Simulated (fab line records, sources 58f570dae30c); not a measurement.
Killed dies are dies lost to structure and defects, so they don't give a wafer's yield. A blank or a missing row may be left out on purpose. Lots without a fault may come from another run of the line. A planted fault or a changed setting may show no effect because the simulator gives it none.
Which tool did it? | flow berkeley_cmos170 | 15 lots, 45 wafers sampled, at 5 steps of a route of 331

WHAT THE GAUGES READ, wafer by wafer
UCB170_M1_OVL_MEAS_10. Usual: M1_OVL 0 nm, standard deviation 6.
lot  | measured     | on         | M1_OVL (nm) | flag
L792 | day 6 16:40  | overlay-01 | -4 -3 -2    |
L793 | day 7 03:09  | overlay-02 | 0 6 0       |
L794 | day 7 05:20  | overlay-02 | -1 -4 -2    |
L795 | day 7 16:31  | overlay-01 | -4 1 -1     |
L798 | day 8 01:04  | overlay-02 | 1 -2 -9     |
L797 | day 8 05:05  | overlay-02 | -3 -11 -9   |
L799 | day 8 05:45  | overlay-02 | -6 -5 -2    |
L800 | day 8 07:30  | overlay-02 | 0 9 1       |
L801 | day 8 18:18  | overlay-02 | -1 -6 -6    |
L803 | day 9 12:37  | overlay-02 | 8 1 6       |
L802 | day 9 13:19  | overlay-01 | -4 -8 -10   |
L804 | day 9 19:49  | overlay-01 | -6 4 -2     |
L805 | day 9 20:29  | overlay-01 | 6 -1 4      |
L812 | day 11 09:55 | overlay-01 | 1 5 3       |
L815 | day 12 00:52 | overlay-02 | -4 -4 -11   |

UCB170_V2_THK_MEAS_01. Usual: V2_TEOS_THK 1993 nm, standard deviation 26.
lot  | measured     | on            | V2_TEOS_THK (nm)              | flag
L792 | day 7 02:29  | film_metro-02 | 1983 1997 2007                |
L793 | day 7 13:59  | film_metro-03 | 1912 1935 1962                |
L794 | day 7 15:24  | film_metro-01 | 2009 1982 2023                |
L795 | day 8 03:06  | film_metro-03 | 1993 2002 2005                |
L798 | day 8 13:10  | film_metro-01 | 1976 1993 2018                |
L797 | day 8 13:40  | film_metro-02 | 2006 2001 2044                |
L799 | day 8 13:37  | film_metro-03 | 2019 2016 2009                |
L800 | day 8 23:43  | film_metro-02 | 1989 2001 1996                |
L801 | day 9 05:30  | film_metro-01 | 1983 1977 2001                |
L803 | day 10 00:04 | film_metro-02 | 3931 3945 3974 3931 3947 3973 | OFF
L802 | day 10 00:15 | film_metro-02 | 1954 2003 1995                |
L804 | day 10 05:20 | film_metro-01 | 1987 2044 2020                |
L805 | day 10 05:55 | film_metro-03 | 3924 3992 3963 3927 3991 3963 | OFF
L812 | day 11 20:44 | film_metro-02 | 3897 3989 3956 3896 3990 3956 | OFF
L815 | day 12 13:09 | film_metro-01 | 2000 2018 2006                |

UCB170_V2_OVL_MEAS_13. Usual: V2_OVL 1 nm, standard deviation 5.3.
lot  | measured     | on         | V2_OVL (nm) | flag
L792 | day 7 05:30  | overlay-02 | 0 0 -5      |
L793 | day 7 15:55  | overlay-01 | 3 -4 -1     |
L794 | day 7 17:05  | overlay-02 | 9 6 12      |
L795 | day 8 05:07  | overlay-01 | -10 -1 3    |
L798 | day 8 15:08  | overlay-02 | 7 2 4       |
L797 | day 8 15:47  | overlay-01 | -1 5 1      |
L799 | day 8 15:41  | overlay-02 | -6 2 2      |
L800 | day 9 01:31  | overlay-01 | 4 0 0       |
L801 | day 9 07:11  | overlay-02 | 0 -6 -5     |
L802 | day 10 02:01 | overlay-01 | -4 -6 -2    |
L804 | day 10 07:09 | overlay-02 | 7 -2 -2     |
L815 | day 12 15:21 | overlay-02 | 1 1 3       |

WHICH TOOL RAN EACH LOT (tool, then ch and the chambers of the sampled wafers, then the start)
lot  | UCB170_V1_CMP_02             | UCB170_V2_CVD_00
L792 | cmp-02 ch 1,2,3, day 6 20:16 | pecvd-04 ch 0,1, day 7 02:14
L793 | cmp-02 ch 1,2,3, day 7 06:11 | pecvd-02 ch 0,1, day 7 13:50
L794 | cmp-01 ch 0,1,2, day 7 09:01 | pecvd-04 ch 0,1,2, day 7 15:15
L795 | cmp-02 ch 0,2, day 7 22:07   | pecvd-01 ch 0,1,2, day 8 02:56
L798 | cmp-02 ch 1,2,3, day 8 08:11 | pecvd-04 ch 0,1, day 8 13:01
L797 | cmp-02 ch 1,2,3, day 8 08:29 | pecvd-01 ch 1,2, day 8 13:30
L799 | cmp-01 ch 1,2, day 8 08:11   | pecvd-02 ch 0,1, day 8 13:26
L800 | cmp-02 ch 0,3, day 8 15:01   | pecvd-01 ch 0,1,2, day 8 23:33
L801 | cmp-01 ch 2,3, day 9 00:39   | pecvd-01 ch 0,1,2, day 9 05:20
L803 | cmp-02 ch 0,2,3, day 9 18:38 | pecvd-04 ch 1,2, day 9 23:34
L802 | cmp-01 ch 0,2, day 9 18:35   | pecvd-02 ch 0,2, day 10 00:05
L804 | cmp-02 ch 1,2,3, day 9 23:23 | pecvd-01 ch 0,1, day 10 05:10
L805 | cmp-01 ch 0,1,2, day 9 23:20 | pecvd-04 ch 1,2, day 10 05:26
L812 | cmp-02 ch 1,3, day 11 14:54  | pecvd-04 ch 0,1,2, day 11 20:14
L815 | cmp-02 ch 2,3, day 12 04:28  | pecvd-02 ch 0,2, day 12 12:55
- UCB170_V1_CMP_02: polishes SiO2.
- UCB170_V2_CVD_00: deposits SiO2 from TEOS/O2, target thk 2000 nm, time 250 s.

WHAT THE TOOLS THEMSELVES READ (means of the sampled wafers that have a number; where no wafer has one, the mark that the record gives instead)
UCB170_V1_CMP_02. Usual: head_pressure_psi 5.999 psi, standard deviation 0.013; motor_current_A 15.7 A, standard deviation 1.5.
lot  | tool   | head_pressure_psi (psi) | motor_current_A (A) | flag
L792 | cmp-02 | 5.978                   | 16.6                |
L793 | cmp-02 | 5.998                   | 16.7                |
L794 | cmp-01 | 5.994                   | 15.2                |
L795 | cmp-02 | 5.997                   | 14.6                |
L798 | cmp-02 | 6.002                   | 16.6                |
L797 | cmp-02 | 6.004                   | 16.4                |
L799 | cmp-01 | 6.003                   | 16.4                |
L800 | cmp-02 | 5.991                   | 15.2                |
L801 | cmp-01 | 6.005                   | 16.4                |
L803 | cmp-02 | 5.993                   | 15.7                |
L802 | cmp-01 | 5.996                   | 15.8                |
L804 | cmp-02 | 6.014                   | 16.1                |
L805 | cmp-01 | 5.997                   | 15.7                |
L812 | cmp-02 | 6.014                   | 17.4                |
L815 | cmp-02 | 5.993                   | 15.2                |

UCB170_V2_CVD_00. Usual: heater_power_w 259 W, standard deviation 71.
lot  | tool     | heater_power_w (W) | flag
L792 | pecvd-04 | 311                |
L793 | pecvd-02 | 262                |
L794 | pecvd-04 | 269                |
L795 | pecvd-01 | 244                |
L798 | pecvd-04 | 307                |
L797 | pecvd-01 | 217                |
L799 | pecvd-02 | 253                |
L800 | pecvd-01 | 254                |
L801 | pecvd-01 | 259                |
L803 | pecvd-04 | 265                |
L802 | pecvd-02 | 311                |
L804 | pecvd-01 | 274                |
L805 | pecvd-04 | 243                |
L812 | pecvd-04 | 244                |
L815 | pecvd-02 | 324                |

THE ANSWER, worked out from the rows above alone
Rule: a lot is off if the mean of its wafers that have a number lies more than 3 standard deviations from the usual mean. A lot without any number at a reading at which 4 lots or more have one is off too. The other lots that the step has rows for count as sound. The gauges are gone through in route order, then the tools' own readings, and for those a lot's mean is taken as printed above. The first step at which some lot is off is used, and at that step the reading that is off furthest; a lot without a number counts as furthest.
Off: L803, L805, L812, at UCB170_V2_THK_MEAS_01 (V2_TEOS_THK).
A tool fits if, at a process step before that reading, it ran every lot that is off, and no sound lot after the first of them. The gauges at UCB170_V2_THK_MEAS_01 are tried like those tools. One fits: pecvd-04 at UCB170_V2_CVD_00. Its last sound lot is L798 (day 8 13:01), its first lot that is off L803 (day 9 23:34): a fault that began between those two fits.

WHAT THE SIMULATOR HAD PUT IN
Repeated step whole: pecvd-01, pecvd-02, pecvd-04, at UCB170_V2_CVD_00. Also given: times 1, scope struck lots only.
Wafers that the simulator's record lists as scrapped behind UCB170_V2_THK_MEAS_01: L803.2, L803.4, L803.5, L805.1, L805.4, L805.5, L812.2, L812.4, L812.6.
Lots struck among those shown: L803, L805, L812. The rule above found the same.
